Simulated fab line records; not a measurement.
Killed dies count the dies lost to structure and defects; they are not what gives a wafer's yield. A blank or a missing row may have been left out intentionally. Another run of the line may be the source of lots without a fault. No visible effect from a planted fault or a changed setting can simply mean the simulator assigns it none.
A struck lot beside a sound one / flow rit cmos / 30 out of 202 route steps
Sound: the wafers L111.1, L111.2, L111.3. Wafers struck: L122.1, L122.3, L122.5. Last of all comes the cause.
At each step with rows: each side's tool, then ch and its chambers, then its first start. Under that, the readings that differ: sound wafers / struck wafers / difference of the means / sigmas: that difference in standard deviations of wafers without a fault.
alike: a reading whose means differ by less than 2 such deviations, as well as words and numbers matching on both sides. not compared: withheld readings; readings where some wafer has no value; bounds like >300 that might hide an equal value; numbers whose values overlap and for which the record gives no deviation.
Wherever a step has rows on one side only, a row that says differs or no value, or a row with sigmas, the two part there. Numbers that don't overlap but have no deviation are shown without sigmas and don't part them. A reading missing from all wafers of one side parts the sides only when that side holds two or more wafers.

RIT_FOX2_THK_MEAS_01:
  sound on film metro-03, day 2 00:30; struck on film metro-03, day 4 07:03
  alike: FOX2_OXIDE_THK
then, 2 steps without rows for these wafers: RIT_FOX2_CLEAN_02 (cleans in dHF, time 180 s); RIT_FOX2_WET_ETCH_03 (etches Si3N4 in H3PO4, target depth 195 nm, time 2700 s).
RIT_FOX2_THK_MEAS_90:
  sound on film metro-03, day 2 01:23; struck on film metro-04, day 4 07:56
  alike: FIELD_OXIDE_LEFT_1_THK
then, 6 steps without rows for these wafers: RIT_NWELL_HMDS_00 (prime time 60 s); RIT_NWELL_COAT_01 (resist thk 1300 nm); RIT_NWELL_SOFTBAKE_02 (time 60 s); RIT_NWELL_EXPOSE_03 (exposes mask M2, target cd 43900 nm); RIT_NWELL_PEB_04; RIT_NWELL_DEVELOP_05 (develop time 68 s).
RIT_NWELL_OVL_MEAS_06:
  sound on overlay-01, day 2 02:26; struck on overlay-02, day 4 08:59
  alike: NWELL_OVL
then, 1 step without rows for these wafers: RIT_NWELL_HARDBAKE_07 (time 120 s).
RIT_NWELL_IMPLANT_08:
  sound on implanter-03 ch 0, day 2 02:44; struck on implanter-04 ch 0, day 4 09:17
reading=dose ions cm2; sound=5.007e+13 4.995e+13 4.993e+13; struck=5.07e+12 5.02e+12 4.98e+12; difference=-4.50e+13; sigmas=-99 or more
reading=faraday current uA; sound=160 155 159; struck=16 16 16; difference=-142; sigmas=-46
  alike: beam energy keV
RIT_NWELL_STRIP_09: strips in O2, time 180 s.
  sound on plasma asher-01 ch 0,1, day 2 02:53; struck on plasma asher-03 ch 0,1, day 4 09:26
  alike: drypump motor current A
  not compared: rf hours counter h
RIT_NWELL_TW_MEAS_10:
  sound on film metro-03, day 2 03:03; struck on film metro-03, day 4 09:36
reading=NWELL_TW; sound=2136 2136 2143; struck=1022 995 1018; difference=-1127; sigmas=-87
then, 6 steps without rows for these wafers: RIT_PWELL_HMDS_00 (prime time 60 s); RIT_PWELL_COAT_01 (resist thk 1300 nm); RIT_PWELL_SOFTBAKE_02 (time 60 s); RIT_PWELL_EXPOSE_03 (exposes mask M3, target cd 43700 nm); RIT_PWELL_PEB_04; RIT_PWELL_DEVELOP_05 (develop time 68 s).
RIT_PWELL_OVL_MEAS_06:
  sound on overlay-02, day 2 03:59; struck on overlay-01, day 4 10:40
  alike: PWELL_OVL
then, 2 steps without rows for these wafers: RIT_PWELL_HARDBAKE_07 (time 120 s); RIT_PWELL_IMPLANT_08.
RIT_PWELL_STRIP_09: strips in O2, time 180 s.
  sound on plasma asher-04 ch 0,1, day 2 04:47; struck on plasma asher-01 ch 0, day 4 11:06
  alike: drypump motor current A
  not compared: rf hours counter h
RIT_PWELL_TW_MEAS_10:
  sound on film metro-02, day 2 04:58; struck on film metro-03, day 4 11:17
reading=PWELL_TW; sound=962 960 963; struck=944 947 953; difference=-14; sigmas=-3
then, 1 step without rows for these wafers: RIT_WELLDRIVE_ANNEAL_00 (time 14700 s).
RIT_WELLDRIVE_RS_MEAS_01: measures by four-point-probe.
  sound on film metro-03, day 2 10:06; struck on film metro-03, day 4 16:25
reading=NWELL_RS (ohm/sq); sound=275.9 277.1 276.8; struck=1430.7 1493.4 1424.6; difference=+1173.0; sigmas=+99 or more
RIT_WELLDRIVE_RS_MEAS_02: measures by four-point-probe.
  sound on film metro-03, day 2 10:13; struck on film metro-03, day 4 16:32
  alike: PWELL_RS
RIT_M1_PROBE_99:
  record: rows for the struck wafers here (prober-02, day 5 20:37), none for the sound ones

== WHERE THEY PART ==
Last at RIT_M1_PROBE_99 as far as this record goes, first at RIT_NWELL_IMPLANT_08.

WHY: what had been put in by the simulator
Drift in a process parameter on implanter-04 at RIT_NWELL_IMPLANT_08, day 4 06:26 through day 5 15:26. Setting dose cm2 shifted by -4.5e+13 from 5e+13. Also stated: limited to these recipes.
